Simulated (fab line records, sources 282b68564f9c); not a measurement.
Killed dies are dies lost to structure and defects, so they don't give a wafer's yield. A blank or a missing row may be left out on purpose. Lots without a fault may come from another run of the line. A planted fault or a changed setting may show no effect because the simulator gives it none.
fab line records | flow rit_cmos
record lots=5 wafers=15 last_day=6
route steps=202 shown PSD@146 SDANNEAL@153 NSD@158 PLDD@159 NLDD@160 SILICIDE@161 CONTACT@168
lots that met no fault: from a run of the same line without faults
start_h: hours from the record's first day to the start of the lot's first wafer shown | wait_h: hours since the lot's step before | " the same as in the row above | L1.1+2: a row that stands for several wafers | - no value, or no start given | * or withheld: withheld | < > ~ a bound
route shown NAME@n: a module of which the file shows steps, and the number in the route of the first | usual: mean/standard deviation of fault-free wafers | same: alike in all rows | chamber/n: place in a boat | sites: the reading at each site | _std_site: their standard deviation | _edge_site: outer sites' mean less inner sites' | radius_mm: how far each site lies from the wafer's centre | mask NAME#n: copy n | behind: the tool/chamber that last shaped the wafer | hold: why the lot was held/for how many hours/how that ended | device: the transistor (n, p or np) that didn't switch | end of line: the same wafers' tests at the end of the route | a step without rows: its recipe alone | killed: dies lost to structure and defects at the first sort, not the wafer's yield | map: a wafer's dies, x killed, . not, _ none there
set.NAME: the setting as run; set.NAME@STEP: as run at that earlier step | model.NAME: the simulator's own value behind a step, which no gauge read
lots at some steps of the route; a table a step, a row a wafer
services: from which hour (start_h, from the record's first day; less than 0 if before it) a tool's chamber was out of use, for how many hours, and why
## steps
# step RIT_PSD_PEB_04
# recipe resist=NOVOLAK temp_c=withheld time_s=withheld
# columns lot.wafer tool chamber start_h wait_h
L078.2+3+5 litho_track-04 0 68.18 0.1
L081.1+3+4 litho_track-04 0 82.56 0.1
L089.4+5+6 litho_track-04 0 122.43 0.3
L090.1+5+6 litho_track-02 0 127.70 0.1
L093.1+2+4 litho_track-02 0 142.68 0.1
# step RIT_PSD_DEVELOP_05
# recipe resist=NOVOLAK develop_time_s=50 dev_temp_c=23
# columns lot.wafer tool chamber start_h wait_h
L078.2+3+5 litho_track-04 0 - -
L081.1+3+4 litho_track-04 0 - -
L089.4+5+6 litho_track-04 0 - -
L090.1+5+6 litho_track-02 0 - -
L093.1+2+4 litho_track-02 0 - -
# step RIT_PSD_OVL_MEAS_06
# usual PSD_OVL=0.1/1.3
# columns lot.wafer tool chamber start_h wait_h PSD_OVL[nm]
L078.2 overlay-01 - 68.44 - -0.8
L078.3 " - " " 0.9
L078.5 " - " " 0.4
L081.1 overlay-01 - 82.85 - 0.7
L081.3 " - " " 0.6
L081.4 " - " " 2.0
L089.4 overlay-01 - 122.66 - 0.6
L089.5 " - " " -1.2
L089.6 " - " " 0.6
L090.1 overlay-01 - 127.99 - 0.8
L090.5 " - " " 0.4
L090.6 " - " " 0.4
L093.1 overlay-01 - 142.96 - 0.7
L093.2 " - " " 0.2
L093.4 " - " " 0.4
# step RIT_PSD_HARDBAKE_07
# recipe resist=NOVOLAK temp_c=141 time_s=60
# columns lot.wafer tool chamber start_h wait_h
L078.2+3+5 litho_track-01 0 68.50 0.0
L081.1+3+4 litho_track-02 0 82.88 0.0
L089.4+5+6 litho_track-04 0 122.75 0.1
L090.1+5+6 litho_track-01 0 128.02 0.0
L093.1+2+4 litho_track-02 0 143.00 0.0
# step RIT_PSD_IMPLANT_08
# recipe species=BF2 energy_kev=27 dose_cm2=5e+15 tilt_deg=7
# usual beam_on_s=13.6/0.57 dose_ions_cm2=5e+15/5.1e+12
# columns lot.wafer tool chamber start_h wait_h beam_on_s dose_ions_cm2
L078.2 implanter-01 0 68.65 0.1 13.1 4.991e+15
L078.3 " 0 " " 13.1 4.988e+15
L078.5 " 0 " " 12.6 5e+15
L081.1 implanter-01 0 83.03 0.1 13.6 5e+15
L081.3 " 0 " " 12.9 5.004e+15
L081.4 " 0 " " 13.1 5.009e+15
L089.4 implanter-02 0 122.90 0.1 13.5 5.008e+15
L089.5 " 0 " " 13.4 5.011e+15
L089.6 " 0 " " 13.6 5.003e+15
L090.1 implanter-03 0 128.17 0.1 15.0 5e+15
L090.5 " 0 " " 14.6 5.004e+15
L090.6 " 0 " " 14.6 4.998e+15
L093.1 implanter-02 0 143.15 0.1 13.9 4.991e+15
L093.2 " 0 " " 13.1 4.988e+15
L093.4 " 0 " " 13.7 5e+15
# step RIT_PSD_STRIP_09
# recipe chemistry=O2 time_s=180 resist=NOVOLAK platen_temp_c=withheld power_w=500 pressure_mtorr=4000 o2_flow_sccm=4000
# usual drypump_motor_current_A=5.8/0.41
# columns lot.wafer tool chamber start_h wait_h drypump_motor_current_A rf_hours_counter_h
L078.2 plasma_asher-03 0 68.77 0.1 6.1 30
L078.3 " 1 " " 5.7 -
L078.5 " 0 " " 6.1 -
L081.1 plasma_asher-01 0 83.18 0.1 6.2 41
L081.3 " 1 " " 5.2 -
L081.4 " 0 " " 6.2 -
L089.4 plasma_asher-03 0 123.04 0.1 6.1 -
L089.5 " 1 " " 5.7 -
L089.6 " 0 " " 6.1 -
L090.1 plasma_asher-01 1 128.32 0.1 5.3 1
L090.5 " 1 " " 5.3 -
L090.6 " 0 " " 6.2 -
L093.1 plasma_asher-03 1 143.30 0.1 5.7 38
L093.2 " 0 " " 6.1 38
L093.4 " 0 " " 6.1 -
# step RIT_PSD_TW_MEAS_10
# usual PSD_TW=3428/23
# columns lot.wafer tool chamber start_h wait_h PSD_TW
L078.2 film_metro-01 - 68.96 0.1 3424
L078.3 " - " " 3441
L078.5 " - " " 3426
L081.1 film_metro-01 - 83.36 0.1 3458
L081.3 " - " " 3456
L081.4 " - " " 3443
L089.4 film_metro-02 - 123.18 0.1 3426
L089.5 " - " " 3405
L089.6 " - " " 3401
L090.1 film_metro-02 - 128.50 0.1 3411
L090.5 " - " " 3418
L090.6 " - " " 3409
L093.1 film_metro-01 - 143.47 0.1 3423
L093.2 " - " " 3421
L093.4 " - " " 3441
# step RIT_SDANNEAL_CLEAN_00
# recipe chemistry=SC1 mix=3:3:50 time_s=600 temp_c=75
# usual bath_guard_temp_C=75.0/0.51
# columns lot.wafer tool chamber start_h wait_h bath_guard_temp_C
L078.2 wet_bench-01 3 69.01 0.0 75.2
L078.3 " 3 " " 74.9
L078.5 " 3 " " 74.9
L081.1 wet_bench-03 3 83.42 0.1 74.7
L081.3 " 3 " " 75.2
L081.4 " 3 " " 75.5
L089.4 wet_bench-03 2 123.21 0.0 74.8
L089.5 " 2 " " 74.6
L089.6 " 2 " " 74.9
L090.1 wet_bench-01 0 128.56 0.1 74.4
L090.5 " 0 " " 74.6
L090.6 " 0 " " 74.5
L093.1 wet_bench-02 3 143.53 0.1 76.1
L093.2 " 3 " " 76.0
L093.4 " 3 " " 76.1
# step RIT_SDANNEAL_CLEAN_01
# recipe chemistry=dHF dilution=50:1 time_s=30
# columns lot.wafer tool chamber start_h wait_h
L078.2+3+5 wet_bench-01 2 69.18 0.0
L081.1+3+4 wet_bench-01 0 83.59 0.0
L089.4+5+6 wet_bench-02 2 123.42 0.0
L090.1+5+6 wet_bench-02 3 128.73 0.0
L093.1+2+4 wet_bench-03 3 143.72 0.0
# step RIT_SDANNEAL_CLEAN_02
# recipe chemistry=SC2 mix=3:3:50 time_s=600 temp_c=75 dry=n2_spin
# usual bath_guard_temp_C=75.0/0.57
# columns lot.wafer tool chamber start_h wait_h bath_guard_temp_C
L078.2 wet_bench-01 0 69.20 0.0 74.6
L078.3 " 0 " " 74.1
L078.5 " 0 " " 74.3
L081.1 wet_bench-02 2 83.61 0.0 75.4
L081.3 " 2 " " 75.5
L081.4 " 2 " " 75.6
L089.4 wet_bench-03 1 123.44 0.0 74.6
L089.5 " 1 " " 74.6
L089.6 " 1 " " 74.6
L090.1 wet_bench-03 0 128.75 0.0 74.9
L090.5 " 0 " " 75.0
L090.6 " 0 " " 74.7
L093.1 wet_bench-01 3 143.74 0.0 75.1
L093.2 " 3 " " 75.2
L093.4 " 3 " " 75.0
# step RIT_SDANNEAL_RTA_03
# recipe temp_c=1050 time_s=5 idle_temp_c=600 ramp_up_c_per_s=342 ramp_down_c_per_s=171 cool_to_c=600 ambient=N2
# usual wafer_temp_C_max=1053.5/1.1
# columns lot.wafer tool chamber start_h wait_h wafer_temp_C_max
L078.2 rtp_anneal-01 0 69.39 0.0 1052.5
L078.3 " 0 " " 1054.3
L078.5 " 0 " " 1053.3
L081.1 rtp_anneal-02 0 83.80 0.0 1053.6
L081.3 " 0 " " 1052.8
L081.4 " 0 " " 1053.7
L089.4 rtp_anneal-02 0 123.68 0.0 1052.8
L089.5 " 0 " " 1052.6
L089.6 " 0 " " 1055.8
L090.1 rtp_anneal-01 0 128.96 0.0 1053.1
L090.5 " 0 " " 1052.9
L090.6 " 0 " " 1052.1
L093.1 rtp_anneal-02 0 143.92 0.0 1052.4
L093.2 " 0 " " 1052.1
L093.4 " 0 " " 1054.3
# step RIT_SDANNEAL_RS_MEAS_04
# recipe thk_meas_gauge=four-point-probe
# usual PSD_RS=115.9/0.33
# columns lot.wafer tool chamber start_h wait_h PSD_RS[ohm/sq]
L078.2 film_metro-03 - 69.45 0.1 115.5
L078.3 " - " " 115.7
L078.5 " - " " 115.5
L081.1 film_metro-02 - 83.86 0.0 115.9
L081.3 " - " " 116.2
L081.4 " - " " 115.8
L089.4 film_metro-02 - 123.77 0.1 115.8
L089.5 " - " " 116.2
L089.6 " - " " 115.9
L090.1 film_metro-02 - 129.02 0.0 115.8
L090.5 " - " " 115.6
L090.6 " - " " 115.6
L093.1 film_metro-03 - 143.97 0.0 115.4
L093.2 " - " " 115.7
L093.4 " - " " 115.8
# step RIT_SDANNEAL_RS_MEAS_05
# recipe thk_meas_gauge=four-point-probe
# usual NSD_RS=84.54/0.28
# columns lot.wafer tool chamber start_h wait_h NSD_RS[ohm/sq]
L078.2 film_metro-03 - 69.57 0.1 84.22
L078.3 " - " " 84.20
L078.5 " - " " 84.49
L081.1 film_metro-02 - 83.98 0.1 84.53
L081.3 " - " " 84.64
L081.4 " - " " 84.86
L089.4 film_metro-02 - 123.89 0.1 84.77
L089.5 " - " " 84.59
L089.6 " - " " 84.45
L090.1 film_metro-02 - 129.14 0.1 84.66
L090.5 " - " " 84.22
L090.6 " - " " 84.71
L093.1 film_metro-03 - 144.09 0.1 84.35
L093.2 " - " " 84.58
L093.4 " - " " 84.40
# step RIT_SDANNEAL_RS_MEAS_06
# recipe thk_meas_gauge=four-point-probe
# usual PLDD_RS=179.7/0.51
# columns lot.wafer tool chamber start_h wait_h PLDD_RS[ohm/sq]
L078.2 film_metro-03 - 69.69 0.1 179.2
L078.3 " - " " 179.3
L078.5 " - " " 179.0
L081.1 film_metro-02 - 84.10 0.1 179.6
L081.3 " - " " 178.8
L081.4 " - " " 179.4
L089.4 film_metro-02 - 124.01 0.1 179.4
L089.5 " - " " 179.4
L089.6 " - " " 179.3
L090.1 film_metro-02 - 129.26 0.1 179.9
L090.5 " - " " 179.5
L090.6 " - " " 179.7
L093.1 film_metro-03 - 144.21 0.1 179.7
L093.2 " - " " 180.3
L093.4 " - " " 179.8
# step RIT_SDANNEAL_RS_MEAS_07
# recipe thk_meas_gauge=four-point-probe
# usual NLDD_RS=151.3/0.5
# columns lot.wafer tool chamber start_h wait_h NLDD_RS[ohm/sq]
L078.2 film_metro-03 - 69.81 0.1 151.3
L078.3 " - " " 151.7
L078.5 " - " " 151.1
L081.1 film_metro-02 - 84.22 0.1 150.7
L081.3 " - " " 150.8
L081.4 " - " " 151.0
L089.4 film_metro-02 - 124.13 0.1 151.6
L089.5 " - " " 152.4
L089.6 " - " " 152.0
L090.1 film_metro-02 - 129.38 0.1 150.4
L090.5 " - " " 150.8
L090.6 " - " " 151.1
L093.1 film_metro-03 - 144.33 0.1 151.2
L093.2 " - " " 151.4
L093.4 " - " " 150.6
# step RIT_SILICIDE_WET_ETCH_00
# recipe chemistry=BOE target=SiO2 target_depth_nm=14 time_s=15 dry=n2_spin dilution=10:1 temp_c=21.5
# columns lot.wafer tool chamber start_h wait_h
L078.2+3+5 wet_bench-04 2 69.91 0.1
L081.1+3+4 wet_bench-02 1 84.34 0.1
L089.4+5+6 wet_bench-02 3 124.19 0.0
L090.1+5+6 wet_bench-03 0 129.50 0.1
L093.1+2+4 wet_bench-03 3 144.45 0.1
# step RIT_SILICIDE_SPUTTER_01
# recipe material=Ti target_thk_nm=30 power_w=350 chamber_pressure_pa=0.667 gas=Ar time_s=240 substrate_temp_c=25
# usual throttle_valve_pct=29.8/1.3
# columns lot.wafer tool chamber start_h wait_h throttle_valve_pct
L078.2 pvd_sputter-01 - 69.93 0.0 27.6
L078.3 " - " " 29.4
L078.5 " - " " 29.9
L081.1 pvd_sputter-04 - 84.35 0.0 30.2
L081.3 " - " " 31.8
L081.4 " - " " 28.4
L089.4 pvd_sputter-04 - 124.20 0.0 28.7
L089.5 " - " " 30.0
L089.6 " - " " 28.3
L090.1 pvd_sputter-01 - 129.51 0.0 29.8
L090.5 " - " " 29.4
L090.6 " - " " 31.4
L093.1 pvd_sputter-04 - 144.47 0.0 30.1
L093.2 " - " " 28.9
L093.4 " - " " 31.8
# step RIT_SILICIDE_RS_MEAS_02
# recipe thk_meas_gauge=four-point-probe reads=Ti_of_SILICIDE_SPUTTER_01
# usual SILICIDE_TI_RS=48.2/0.89
# columns lot.wafer tool chamber start_h wait_h SILICIDE_TI_RS[ohm/sq]
L078.2 film_metro-04 - 70.10 0.1 46.5
L078.3 " - " " 46.7
L078.5 " - " " 47.2
L081.1 film_metro-01 - 84.50 0.1 47.3
L081.3 " - " " 48.5
L081.4 " - " " 47.7
L089.4 film_metro-04 - 124.41 0.1 48.6
L089.5 " - " " 47.8
L089.6 " - " " 48.1
L090.1 film_metro-04 - 129.66 0.1 48.1
L090.5 " - " " 46.5
L090.6 " - " " 47.8
L093.1 film_metro-04 - 144.62 0.1 48.0
L093.2 " - " " 48.0
L093.4 " - " " 49.3
# step RIT_SILICIDE_THK_MEAS_03
# recipe thk_meas_gauge=xrf reads=Ti_of_SILICIDE_SPUTTER_01
# usual SILICIDE_TI_THK=29.8/0.44
# columns lot.wafer tool chamber start_h wait_h SILICIDE_TI_THK[nm]
L078.2 film_metro-04 - 70.21 0.1 30.6
L078.3 " - " " 30.5
L078.5 " - " " 30.1
L081.1 film_metro-01 - 84.62 0.1 30.5
L081.3 " - " " 30.0
L081.4 " - " " 30.3
L089.4 film_metro-04 - 124.50 0.1 29.6
L089.5 " - " " 30.1
L089.6 " - " " 29.9
L090.1 film_metro-04 - 129.78 0.1 29.7
L090.5 " - " " 30.6
L090.6 " - " " 30.0
L093.1 film_metro-04 - 144.74 0.1 29.8
L093.2 " - " " 29.9
L093.4 " - " " 29.4
# step RIT_SILICIDE_RTA_04
# recipe temp_c=650 time_s=10.45 idle_temp_c=25 ramp_up_s=5 ramp_down_s=5 cool_to_c=25 ambient=N2
# usual wafer_temp_C_max=652.9/1
# columns lot.wafer tool chamber start_h wait_h wafer_temp_C_max
L078.2 rtp_anneal-02 0 70.27 0.1 653.5
L078.3 " 0 " " 652.6
L078.5 " 0 " " 653.0
L081.1 rtp_anneal-01 0 84.68 0.1 652.5
L081.3 " 0 " " 652.0
L081.4 " 0 " " 652.0
L089.4 rtp_anneal-01 0 124.57 0.1 651.7
L089.5 " 0 " " 652.0
L089.6 " 0 " " 651.9
L090.1 rtp_anneal-02 0 129.84 0.1 653.1
L090.5 " 0 " " 652.9
L090.6 " 0 " " 654.1
L093.1 rtp_anneal-01 0 144.80 0.1 652.7
L093.2 " 0 " " 651.9
L093.4 " 0 " " 651.9
# step RIT_SILICIDE_WET_ETCH_05
# recipe chemistry=SPM target=Ti temp_c=90 time_s=120 dry=n2_spin
# usual bath_guard_temp_C=89.9/0.44
# columns lot.wafer tool chamber start_h wait_h bath_guard_temp_C
L078.2 wet_bench-03 2 70.32 0.0 89.1
L078.3 " 2 " " 89.8
L078.5 " 2 " " 89.4
L081.1 wet_bench-04 2 84.75 0.1 89.3
L081.3 " 2 " " 89.5
L081.4 " 2 " " 89.6
L089.4 wet_bench-03 0 124.60 0.0 89.6
L089.5 " 0 " " 89.7
L089.6 " 0 " " 89.9
L090.1 wet_bench-04 1 129.91 0.1 90.3
L090.5 " 1 " " 90.5
L090.6 " 1 " " 90.0
L093.1 wet_bench-04 0 144.86 0.1 90.3
L093.2 " 0 " " 90.0
L093.4 " 0 " " 89.9
# step RIT_SILICIDE_RTA_06
# recipe temp_c=750 time_s=10 idle_temp_c=25 ramp_up_s=5 ramp_down_s=10 cool_to_c=25 ambient=N2
# usual wafer_temp_C_max=753.4/1.4
# columns lot.wafer tool chamber start_h wait_h wafer_temp_C_max
L078.2 rtp_anneal-01 0 70.42 0.0 752.1
L078.3 " 0 " " 752.4
L078.5 " 0 " " 752.2
L081.1 rtp_anneal-02 0 84.80 0.0 753.5
L081.3 " 0 " " 753.7
L081.4 " 0 " " 754.0
L089.4 rtp_anneal-02 0 124.69 0.0 754.5
L089.5 " 0 " " 753.0
L089.6 " 0 " " 754.2
L090.1 rtp_anneal-01 0 129.95 0.0 752.5
L090.5 " 0 " " 752.3
L090.6 " 0 " " 753.2
L093.1 rtp_anneal-02 0 144.91 0.0 755.7
L093.2 " 0 " " 755.3
L093.4 " 0 " " 755.0
# step RIT_CONTACT_CVD_00
# recipe material=SiO2 target_thk_nm=400 precursor=TEOS temp_c=390 time_s=61 rf_w=400
# usual heater_power_w=319/47
# columns lot.wafer tool chamber start_h wait_h heater_power_w
L078.2 pecvd-01 2 70.47 0.0 356
L078.3 " 1 " " 230
L078.5 " 2 " " 374
L081.1 pecvd-01 1 84.86 0.1 280
L081.3 " 0 " " 329
L081.4 " 0 " " 339
L089.4 pecvd-01 0 124.75 0.0 261
L089.5 " 2 " " 365
L089.6 " 0 " " 272
L090.1 pecvd-03 1 130.02 0.1 396
L090.5 " 0 " " 301
L090.6 " 1 " " 307
L093.1 pecvd-03 0 144.97 0.1 285
L093.2 " 1 " " 367
L093.4 " 1 " " 376
# step RIT_CONTACT_THK_MEAS_01
# recipe reads=SiO2_of_CONTACT_CVD_00
# usual CONTACT_TEOS_THK=400/5.8
# columns lot.wafer tool chamber start_h wait_h CONTACT_TEOS_THK[nm]
L078.2 film_metro-03 - 70.53 0.0 392
L078.3 " - " " 394
L078.5 " - " " 395
L081.1 film_metro-01 - 84.91 0.0 399
L081.3 " - " " 397
L081.4 " - " " 403
L089.4 film_metro-01 - 124.83 0.1 398
L089.5 " - " " 400
L089.6 " - " " 402
L090.1 film_metro-01 - 130.07 0.0 402
L090.5 " - " " 410
L090.6 " - " " 411
L093.1 film_metro-04 - 145.02 0.0 404
L093.2 " - " " 407
L093.4 " - " " 416
# step RIT_CONTACT_HMDS_02
# recipe prime_time_s=60 prime_temp_c=140
# columns lot.wafer tool chamber start_h wait_h
L078.2+3+5 litho_track-01 0 70.61 0.1
L081.1+3+4 litho_track-04 0 84.97 0.1
L089.4+5+6 litho_track-04 0 124.93 0.1
L090.1+5+6 litho_track-01 0 130.13 0.1
L093.1+2+4 litho_track-03 0 145.08 0.1
# step RIT_CONTACT_COAT_03
# recipe resist=NOVOLAK spin_rpm=3250 resist_thk_nm=1000
# columns lot.wafer tool chamber start_h wait_h
L078.2+3+5 litho_track-01 0 70.76 0.1
L081.1+3+4 litho_track-04 0 85.12 0.1
L089.4+5+6 litho_track-04 0 125.08 0.1
L090.1+5+6 litho_track-01 0 130.28 0.1
L093.1+2+4 litho_track-03 0 145.23 0.1
# step RIT_CONTACT_SOFTBAKE_04
# recipe resist=NOVOLAK temp_c=90 time_s=60
# columns lot.wafer tool chamber start_h wait_h
L078.2+3+5 litho_track-01 0 70.91 0.1
L081.1+3+4 litho_track-04 0 85.27 0.1
L089.4+5+6 litho_track-04 0 125.23 0.1
L090.1+5+6 litho_track-01 0 130.43 0.1
L093.1+2+4 litho_track-03 0 145.38 0.1
# step RIT_CONTACT_EXPOSE_05
# recipe mask_id=M11 na=0.6 source_shape=conventional sigma_outer=0.5 target_cd_nm=1000 dose_mj=250
# columns lot.wafer tool chamber start_h wait_h mask
L078.2+3+5 iline_stepper-01 0 71.05 0.1 M11#0
L081.1+3+4 iline_stepper-01 0 85.55 0.2 M11#0
L089.4+5+6 iline_stepper-02 0 125.37 0.1 M11#0
L090.1+5+6 iline_stepper-02 0 130.58 0.1 M11#0
L093.1+2+4 iline_stepper-01 0 145.53 0.1 M11#0
# step RIT_CONTACT_PEB_06
# recipe resist=NOVOLAK temp_c=withheld time_s=withheld
# columns lot.wafer tool chamber start_h wait_h
L078.2+3+5 litho_track-04 0 71.28 0.2
L081.1+3+4 litho_track-04 0 85.67 0.1
L089.4+5+6 litho_track-01 0 125.50 0.1
L090.1+5+6 litho_track-01 0 130.70 0.1
L093.1+2+4 litho_track-03 0 145.65 0.1
# step RIT_CONTACT_DEVELOP_07
# recipe resist=NOVOLAK develop_time_s=124.3 dev_temp_c=23
# columns lot.wafer tool chamber start_h wait_h
L078.2+3+5 litho_track-04 0 - -
L081.1+3+4 litho_track-04 0 - -
L089.4+5+6 litho_track-01 0 - -
L090.1+5+6 litho_track-01 0 - -
L093.1+2+4 litho_track-03 0 - -
# step RIT_CONTACT_CD_MEAS_08
# recipe target_cd_nm=1000
# usual cd_nm=1000.6/2
# columns lot.wafer tool chamber start_h wait_h cd_nm
L078.2 cd_sem-02 - 71.67 - 1000.3
L078.3 " - " " 999.5
L078.5 " - " " 1001.6
L081.1 cd_sem-01 - 86.07 - 1002.4
L081.3 " - " " 1004.0
L081.4 " - " " 1004.2
L089.4 cd_sem-01 - 125.88 - 1002.0
L089.5 " - " " 1001.2
L089.6 " - " " 1002.4
L090.1 cd_sem-02 - 131.10 - 1000.6
L090.5 " - " " 999.3
L090.6 " - " " 1001.8
L093.1 cd_sem-01 - 146.05 - 1000.0
L093.2 " - " " 997.8
L093.4 " - " " 1000.7
# step RIT_CONTACT_OVL_MEAS_09
# usual CONTACT_OVL=-0.8/1.3
# columns lot.wafer tool chamber start_h wait_h CONTACT_OVL[nm]
L078.2 overlay-01 - 71.78 0.1 -1.4
L078.3 " - " " -1.5
L078.5 " - " " -1.8
L081.1 overlay-02 - 86.19 0.1 0.7
L081.3 " - " " -1.1
L081.4 " - " " 0.2
L089.4 overlay-01 - 125.96 0.1 -3.0
L089.5 " - " " -0.5
L089.6 " - " " -2.2
L090.1 overlay-01 - 131.22 0.1 0.9
L090.5 " - " " -0.2
L090.6 " - " " -0.4
L093.1 overlay-01 - 146.17 0.1 -1.5
L093.2 " - " " -1.3
L093.4 " - " " -2.4
# step RIT_CONTACT_HARDBAKE_10
# recipe resist=NOVOLAK temp_c=140 time_s=60
# columns lot.wafer tool chamber start_h wait_h
L078.2+3+5 litho_track-04 0 71.83 0.0
L081.1+3+4 litho_track-01 0 86.22 0.0
L089.4+5+6 litho_track-01 0 126.05 0.1
L090.1+5+6 litho_track-03 0 131.25 0.0
L093.1+2+4 litho_track-03 0 146.21 0.0
## services
# columns tool chamber start_h hours kind
implanter-02 - 56.59 8.4 repair
implanter-03 - 63.28 2.1 repair
plasma_asher-03 - 71.77 2.8 pm
implanter-02 - 76.25 2.2 repair
pvd_sputter-04 - 86.70 6.6 repair
iline_stepper-02 0 94.44 - calibration
pecvd-01 - 96.20 1.1 repair
implanter-02 - 100.83 1.0 repair
pvd_sputter-01 - 103.62 2.4 repair
implanter-01 - 106.97 2.5 repair
plasma_asher-01 - 108.75 9.0 pm
plasma_asher-01 0 108.75 9.0 vent_cycle
plasma_asher-01 1 108.75 9.0 vent_cycle
plasma_asher-01 0 117.75 - clean
plasma_asher-01 1 117.75 - clean
pecvd-01 1 119.46 8.4 repair
pecvd-03 - 122.09 5.5 pm
pvd_sputter-01 - 124.01 4.9 repair
pecvd-01 2 136.91 9.7 repair
implanter-03 - 138.30 1.4 repair
## key
fault none
